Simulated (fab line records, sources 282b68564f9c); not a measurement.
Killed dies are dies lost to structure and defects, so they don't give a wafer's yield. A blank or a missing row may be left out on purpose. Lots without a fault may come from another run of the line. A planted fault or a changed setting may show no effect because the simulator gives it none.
fab line records | flow rit_cmos
record lots=5 wafers=15 last_day=8
route steps=202 shown CONTACT@177 M1@184
lots that met no fault: from a run of the same line without faults
start_h: hours from the record's first day to the start of the lot's first wafer shown | wait_h: hours since the lot's step before | " the same as in the row above | L1.1+2: a row that stands for several wafers | - no value, or no start given | * or withheld: withheld | < > ~ a bound
route shown NAME@n: a module of which the file shows steps, and the number in the route of the first | usual: mean/standard deviation of fault-free wafers | same: alike in all rows | chamber/n: place in a boat | sites: the reading at each site | _std_site: their standard deviation | _edge_site: outer sites' mean less inner sites' | radius_mm: how far each site lies from the wafer's centre | mask NAME#n: copy n | behind: the tool/chamber that last shaped the wafer | hold: why the lot was held/for how many hours/how that ended | device: the transistor (n, p or np) that didn't switch | end of line: the same wafers' tests at the end of the route | a step without rows: its recipe alone | killed: dies lost to structure and defects at the first sort, not the wafer's yield | map: a wafer's dies, x killed, . not, _ none there
set.NAME: the setting as run; set.NAME@STEP: as run at that earlier step | model.NAME: the simulator's own value behind a step, which no gauge read
lots at some steps of the route; a table a step, a row a wafer
services: from which hour (start_h, from the record's first day; less than 0 if before it) a tool's chamber was out of use, for how many hours, and why
## steps
# step RIT_CONTACT_OVL_MEAS_09
# usual CONTACT_OVL=-1.0/1.5
# columns lot.wafer tool chamber start_h wait_h CONTACT_OVL[nm]
L075.1 overlay-02 - 63.38 0.1 0.6
L075.4 " - " " 1.0
L075.6 " - " " 2.2
L079.2 overlay-02 - 82.85 0.1 -2.3
L079.4 " - " " -2.9
L079.5 " - " " -2.1
L080.1 overlay-01 - 89.42 0.1 -2.1
L080.2 " - " " -1.6
L080.6 " - " " -1.0
L084.1 overlay-01 - 108.01 0.1 0.1
L084.2 " - " " 0.2
L084.5 " - " " 2.4
L095.1 overlay-01 - 175.11 0.1 -4.5
L095.2 " - " " -1.8
L095.5 " - " " -5.2
# step RIT_CONTACT_HARDBAKE_10
# recipe resist=NOVOLAK temp_c=140 time_s=60
# same time_s=60
# columns lot.wafer tool chamber start_h wait_h
L075.1+4+6 litho_track-02 0 63.42 0.0
L079.2+4+5 litho_track-03 0 82.91 0.0
L080.1+2+6 litho_track-02 0 89.45 0.0
L084.1+2+5 litho_track-01 0 108.05 0.0
L095.1+2+5 litho_track-01 0 175.15 0.0
# step RIT_CONTACT_ETCH_11
# recipe target_depth_a=4800 over_etch_frac=0.2 stop_on=TiSi2 chemistry=CHF3/CF4/Ar target=SiO2 CHF3_flow_sccm=50 cf4_flow_sccm=10 Ar_flow_sccm=100 O2_flow_sccm=5 pressure_mtorr=100 rf_w=200 time_s=320
# usual drypump_motor_current_A=5.4/0.43 oes_product_au=0.984/0.018 throttle_valve_pct=8.88/0.14
# same time_s=320
# columns lot.wafer tool chamber start_h wait_h drypump_motor_current_A oes_product_au rf_hours_counter_h throttle_valve_pct
L075.1 rie_diel-03 0 63.57 0.1 5.3 0.970 138 8.63
L075.4 " 3 " " 5.8 1.009 99 8.85
L075.6 " 3 " " 5.8 1.008 - 8.84
L079.2 rie_diel-03 3 83.03 0.1 5.8 1.003 100 8.84
L079.4 " 2 " " 5.2 0.961 - 8.94
L079.5 " 3 " " 5.8 1.007 - 8.86
L080.1 rie_diel-02 1 89.60 0.1 5.4 0.997 43 8.89
L080.2 " 2 " " 4.8 1.000 17 8.94
L080.6 " 1 " " 5.4 1.002 - 8.87
L084.1 rie_diel-03 1 108.20 0.1 5.3 0.973 0 9.08
L084.2 " 3 " " 5.8 1.008 101 8.86
L084.5 " 3 " " 5.8 1.014 - 8.85
L095.1 rie_diel-03 2 175.30 0.1 5.1 0.954 4 8.94
L095.2 " 1 " " 5.2 0.980 1 9.09
L095.5 " 3 " " 5.8 1.003 - 8.86
# step RIT_CONTACT_STRIP_12
# recipe chemistry=O2 time_s=180 resist=NOVOLAK platen_temp_c=withheld power_w=500 pressure_mtorr=4000 o2_flow_sccm=4000
# usual drypump_motor_current_A=5.86/0.2 o2_flow_sccm=4000/13
# same time_s=180
# columns lot.wafer tool chamber start_h wait_h drypump_motor_current_A o2_flow_sccm rf_hours_counter_h
L075.1 plasma_asher-04 1 63.77 0.1 5.88 3995 43
L075.4 " 0 " " 5.79 4011 -
L075.6 " 1 " " 5.91 3989 -
L079.2 plasma_asher-02 1 83.23 0.1 5.64 3999 42
L079.4 " 1 " " 5.57 3994 -
L079.5 " 0 " " 5.80 4012 -
L080.1 plasma_asher-03 1 89.80 0.1 5.92 3993 32
L080.2 " 0 " " 6.38 4001 32
L080.6 " 0 " " 6.39 3992 -
L084.1 plasma_asher-04 0 108.39 0.1 5.79 3987 48
L084.2 " 1 " " 5.91 3973 48
L084.5 " 0 " " 5.78 4008 -
L095.1 plasma_asher-03 0 175.50 0.1 6.38 3981 41
L095.2 " 1 " " 5.95 4002 41
L095.5 " 1 " " 5.92 3984 -
# step RIT_CONTACT_CD_MEAS_90
# recipe target_cd_nm=1000
# usual cd_nm=999.7/2.4
# columns lot.wafer tool chamber start_h wait_h cd_nm
L075.1 cd_sem-01 - 63.94 0.1 1000.8
L075.4 " - " " 1001.1
L075.6 " - " " 1001.2
L079.2 cd_sem-01 - 83.42 0.1 996.6
L079.4 " - " " 995.4
L079.5 " - " " 995.8
L080.1 cd_sem-01 - 89.97 0.1 998.6
L080.2 " - " " 997.4
L080.6 " - " " 996.9
L084.1 cd_sem-01 - 108.57 0.1 998.7
L084.2 " - " " 998.4
L084.5 " - " " 996.7
L095.1 cd_sem-01 - 175.67 0.1 997.8
L095.2 " - " " 998.4
L095.5 " - " " 998.9
# step RIT_CONTACT_CLEAN_13
# recipe chemistry=SC1 mix=3:3:50 time_s=600 temp_c=75
# usual bath_guard_temp_C=75.0/0.52
# same time_s=600
# columns lot.wafer tool chamber start_h wait_h bath_guard_temp_C
L075.1 wet_bench-04 1 64.06 0.1 75.3
L075.4 " 1 " " 75.3
L075.6 " 1 " " 75.4
L079.2 wet_bench-04 0 83.52 0.1 74.3
L079.4 " 0 " " 74.5
L079.5 " 0 " " 74.7
L080.1 wet_bench-04 0 90.09 0.1 75.3
L080.2 " 0 " " 74.7
L080.6 " 0 " " 74.7
L084.1 wet_bench-01 3 108.69 0.1 74.8
L084.2 " 3 " " 74.4
L084.5 " 3 " " 74.8
L095.1 wet_bench-01 3 175.79 0.1 74.7
L095.2 " 3 " " 75.0
L095.5 " 3 " " 74.8
# step RIT_CONTACT_CLEAN_14
# recipe chemistry=SC2 mix=3:3:50 time_s=600 temp_c=75 dry=n2_spin
# usual bath_guard_temp_C=75.0/0.57
# same time_s=600
# columns lot.wafer tool chamber start_h wait_h bath_guard_temp_C
L075.1 wet_bench-02 3 64.24 0.0 74.8
L075.4 " 3 " " 74.9
L075.6 " 3 " " 75.0
L079.2 wet_bench-02 0 83.70 0.0 74.9
L079.4 " 0 " " 74.8
L079.5 " 0 " " 75.4
L080.1 wet_bench-02 2 90.28 0.0 75.4
L080.2 " 2 " " 75.5
L080.6 " 2 " " 75.6
L084.1 wet_bench-04 2 108.86 0.0 75.2
L084.2 " 2 " " 74.9
L084.5 " 2 " " 75.2
L095.1 wet_bench-02 0 175.98 0.0 75.0
L095.2 " 0 " " 75.4
L095.5 " 0 " " 74.8
# step RIT_M1_SPUTTER_00
# recipe material=Al target_thk_nm=400 power_w=2000 chamber_pressure_pa=0.4 gas=Ar time_s=500 substrate_temp_c=25
# usual throttle_valve_pct=30.2/1.1
# same time_s=500
# columns lot.wafer tool chamber start_h wait_h throttle_valve_pct
L075.1 pvd_sputter-01 - 64.41 0.0 31.1
L075.4 " - " " 32.0
L075.6 " - " " 29.6
L079.2 pvd_sputter-04 - 83.87 0.0 30.7
L079.4 " - " " 30.6
L079.5 " - " " 31.4
L080.1 pvd_sputter-01 - 90.46 0.0 32.4
L080.2 " - " " 29.5
L080.6 " - " " 31.0
L084.1 pvd_sputter-03 - 109.05 0.0 30.8
L084.2 " - " " 28.8
L084.5 " - " " 30.5
L095.1 pvd_sputter-01 - 176.16 0.0 29.5
L095.2 " - " " 29.0
L095.5 " - " " 31.0
# step RIT_M1_RS_MEAS_01
# recipe thk_meas_gauge=four-point-probe reads=Al_of_M1_SPUTTER_00
# usual M1_AL_RS=0.0735/0.00083
# columns lot.wafer tool chamber start_h wait_h M1_AL_RS[ohm/sq]
L075.1 film_metro-04 - 64.70 0.1 0.0746
L075.4 " - " " 0.0745
L075.6 " - " " 0.0747
L079.2 film_metro-03 - 84.19 0.2 0.0734
L079.4 " - " " 0.0734
L079.5 " - " " 0.0730
L080.1 film_metro-02 - 90.75 0.1 0.0735
L080.2 " - " " 0.0742
L080.6 " - " " 0.0734
L084.1 film_metro-03 - 109.35 0.1 0.0734
L084.2 " - " " 0.0731
L084.5 " - " " 0.0737
L095.1 film_metro-03 - 176.45 0.1 0.0741
L095.2 " - " " 0.0738
L095.5 " - " " 0.0738
# step RIT_M1_THK_MEAS_02
# recipe thk_meas_gauge=xrf reads=Al_of_M1_SPUTTER_00
# usual M1_AL_THK=400/4.7
# columns lot.wafer tool chamber start_h wait_h M1_AL_THK[nm]
L075.1 film_metro-04 - 64.82 0.1 394
L075.4 " - " " 397
L075.6 " - " " 395
L079.2 film_metro-03 - 84.30 0.1 401
L079.4 " - " " 401
L079.5 " - " " 404
L080.1 film_metro-02 - 90.87 0.1 396
L080.2 " - " " 396
L080.6 " - " " 398
L084.1 film_metro-03 - 109.47 0.1 399
L084.2 " - " " 401
L084.5 " - " " 397
L095.1 film_metro-03 - 176.57 0.1 397
L095.2 " - " " 398
L095.5 " - " " 398
# step RIT_M1_HMDS_03
# recipe prime_time_s=60 prime_temp_c=140
# columns lot.wafer tool chamber start_h wait_h
L075.1+4+6 litho_track-04 0 64.88 0.1
L079.2+4+5 litho_track-04 0 84.37 0.1
L080.1+2+6 litho_track-04 0 90.93 0.1
L084.1+2+5 litho_track-04 0 109.53 0.1
L095.1+2+5 litho_track-01 0 176.63 0.1
# step RIT_M1_COAT_04
# recipe resist=NOVOLAK spin_rpm=2000 resist_thk_nm=1300
# columns lot.wafer tool chamber start_h wait_h
L075.1+4+6 litho_track-04 0 65.03 0.1
L079.2+4+5 litho_track-04 0 84.52 0.1
L080.1+2+6 litho_track-04 0 91.08 0.1
L084.1+2+5 litho_track-04 0 109.68 0.1
L095.1+2+5 litho_track-01 0 176.78 0.1
## services
# columns tool chamber start_h hours kind
pvd_sputter-03 - 41.38 1.9 repair
pvd_sputter-01 - 54.47 1.4 repair
rie_diel-03 2 55.07 1.8 repair
rie_diel-02 3 55.30 32.9 repair
rie_diel-03 1 81.68 - clean
rie_diel-03 1 81.68 24.8 scheduled_down
rie_diel-03 1 81.68 24.8 vent_cycle
plasma_asher-02 - 83.87 14.6 pm
rie_diel-02 0 89.08 2.4 repair
plasma_asher-04 - 108.75 9.0 pm
plasma_asher-04 0 108.75 9.0 vent_cycle
plasma_asher-04 1 108.75 9.0 vent_cycle
pvd_sputter-03 - 117.07 1.3 repair
plasma_asher-04 0 117.75 - clean
plasma_asher-04 1 117.75 - clean
pvd_sputter-01 - 125.82 12.2 repair
pvd_sputter-01 - 145.75 1.8 repair
plasma_asher-04 - 146.74 1.6 repair
plasma_asher-02 - 171.97 1.6 repair
## key
fault none
